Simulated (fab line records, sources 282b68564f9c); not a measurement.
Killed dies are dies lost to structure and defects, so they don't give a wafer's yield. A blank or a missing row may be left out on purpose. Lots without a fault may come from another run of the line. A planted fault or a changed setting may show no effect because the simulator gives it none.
Tool commonality check | flow rit_cmos | 14 lots, 42 wafers sampled

WHY IT WAS OPENED
At RIT_GATE_THK_MEAS_07 the reading GATE_OXIDE_THK is flagged on 2 of 14 lots. Wafers without a fault read 3.02 nm, standard deviation 0.059.
Rule: a lot is flagged when every wafer of it that has a number lies more than 4 standard deviations from that mean, or none has a number. The other lots count as sound.

lot  | measured    | on            | GATE_OXIDE_THK (nm), wafer by wafer | flag
L998 | day 2 15:47 | film_metro-04 | 2.99 3.07 3.07                      |
L999 | day 2 18:36 | film_metro-01 | 3.03 3.03 3.00                      |
L100 | day 2 21:07 | film_metro-01 | 2.93 2.86 2.92                      |
L101 | day 3 05:27 | film_metro-01 | 3.02 3.07 2.93                      |
L102 | day 3 07:31 | film_metro-04 | 3.03 3.01 2.92                      |
L103 | day 3 15:09 | film_metro-02 | 3.07 3.08 3.05                      |
L105 | day 3 22:31 | film_metro-01 | 3.04 3.09 2.98                      |
L108 | day 4 17:57 | film_metro-01 | 3.02 2.94 2.90                      |
L111 | day 5 09:33 | film_metro-01 | 3.04 3.07 3.01                      |
L112 | day 5 13:19 | film_metro-01 | 3.12 2.99 3.00                      |
L116 | day 6 11:23 | film_metro-04 | 5.06 5.12 5.08                      | FLAGGED
L120 | day 7 01:34 | film_metro-04 | 3.11 3.12 3.07                      |
L119 | day 7 01:36 | film_metro-02 | 4.95 5.05 5.00                      | FLAGGED
L121 | day 7 09:47 | film_metro-01 | 3.01 3.01 3.01                      |
The numbers of the flagged lots are 5.04 nm on average: +2.02 nm against the usual, or +34 standard deviations.

WHICH TOOL RAN EACH LOT
The record holds 2 process steps before the reading, out of a route of 202 steps. In each cell: the tool, then ch and the chambers that the sampled wafers went through, then the start.
lot  | flag    | RIT_PRETRO_STRIP_09                 | RIT_GATE_OXIDATION_05
L998 |         | plasma_asher-02 ch 0,1, day 2 12:38 | furnace-01 ch 0, day 2 14:27
L999 |         | plasma_asher-02 ch 0,1, day 2 16:34 | furnace-04 ch 0, day 2 17:17
L100 |         | plasma_asher-02 ch 0,1, day 2 18:42 | furnace-04 ch 0, day 2 19:25
L101 |         | plasma_asher-02 ch 0,1, day 3 00:59 | furnace-01 ch 0, day 3 02:11
L102 |         | plasma_asher-04 ch 1, day 3 05:26   | furnace-04 ch 0, day 3 06:09
L103 |         | plasma_asher-02 ch 0,1, day 3 10:37 | furnace-04 ch 0, day 3 11:28
L105 |         | plasma_asher-02 ch 0,1, day 3 20:32 | furnace-03 ch 0, day 3 21:11
L108 |         | plasma_asher-03 ch 0,1, day 4 13:22 | furnace-03 ch 0, day 4 15:55
L111 |         | plasma_asher-03 ch 0,1, day 5 03:58 | furnace-03 ch 0, day 5 07:03
L112 |         | plasma_asher-03 ch 1, day 5 08:32   | furnace-03 ch 0, day 5 10:40
L116 | FLAGGED | plasma_asher-03 ch 0,1, day 6 06:02 | furnace-01 ch 0, day 6 07:49
L120 |         | plasma_asher-02 ch 0,1, day 6 23:23 | furnace-03 ch 0, day 7 00:12
L119 | FLAGGED | plasma_asher-02 ch 1, day 6 21:23   | furnace-03 ch 0, day 6 22:53
L121 |         | plasma_asher-03 ch 0, day 7 04:34   | furnace-03 ch 0, day 7 06:31
What these steps do:
- RIT_PRETRO_STRIP_09: strips in O2, time 180 s.
- RIT_GATE_OXIDATION_05: target thk 3 nm, ox time 270 s.
- RIT_GATE_THK_MEAS_07

FLAGGED OVER TOTAL, TOOL BY TOOL (the gauges that took the reading come last)
step                  | tool            | lots run | flagged | share of the flagged lots | sound lots run after its first flagged lot
RIT_PRETRO_STRIP_09   | plasma_asher-02 | 8        | 1       | some                      | 1 (L120)
RIT_PRETRO_STRIP_09   | plasma_asher-03 | 5        | 1       | some                      | 1 (L121)
RIT_PRETRO_STRIP_09   | plasma_asher-04 | 1        | 0       | none                      | -
RIT_GATE_OXIDATION_05 | furnace-01      | 3        | 1       | some                      | 0
RIT_GATE_OXIDATION_05 | furnace-03      | 7        | 1       | some                      | 2 (L120,L121)
RIT_GATE_OXIDATION_05 | furnace-04      | 4        | 0       | none                      | -
RIT_GATE_THK_MEAS_07  | film_metro-01   | 8        | 0       | none                      | -
RIT_GATE_THK_MEAS_07  | film_metro-02   | 2        | 1       | some                      | 0
RIT_GATE_THK_MEAS_07  | film_metro-04   | 4        | 1       | some                      | 1 (L120)

WHAT THE TABLE ALLOWS
No row of the table ran every flagged lot.

WHAT THE SIMULATOR HAD PUT IN
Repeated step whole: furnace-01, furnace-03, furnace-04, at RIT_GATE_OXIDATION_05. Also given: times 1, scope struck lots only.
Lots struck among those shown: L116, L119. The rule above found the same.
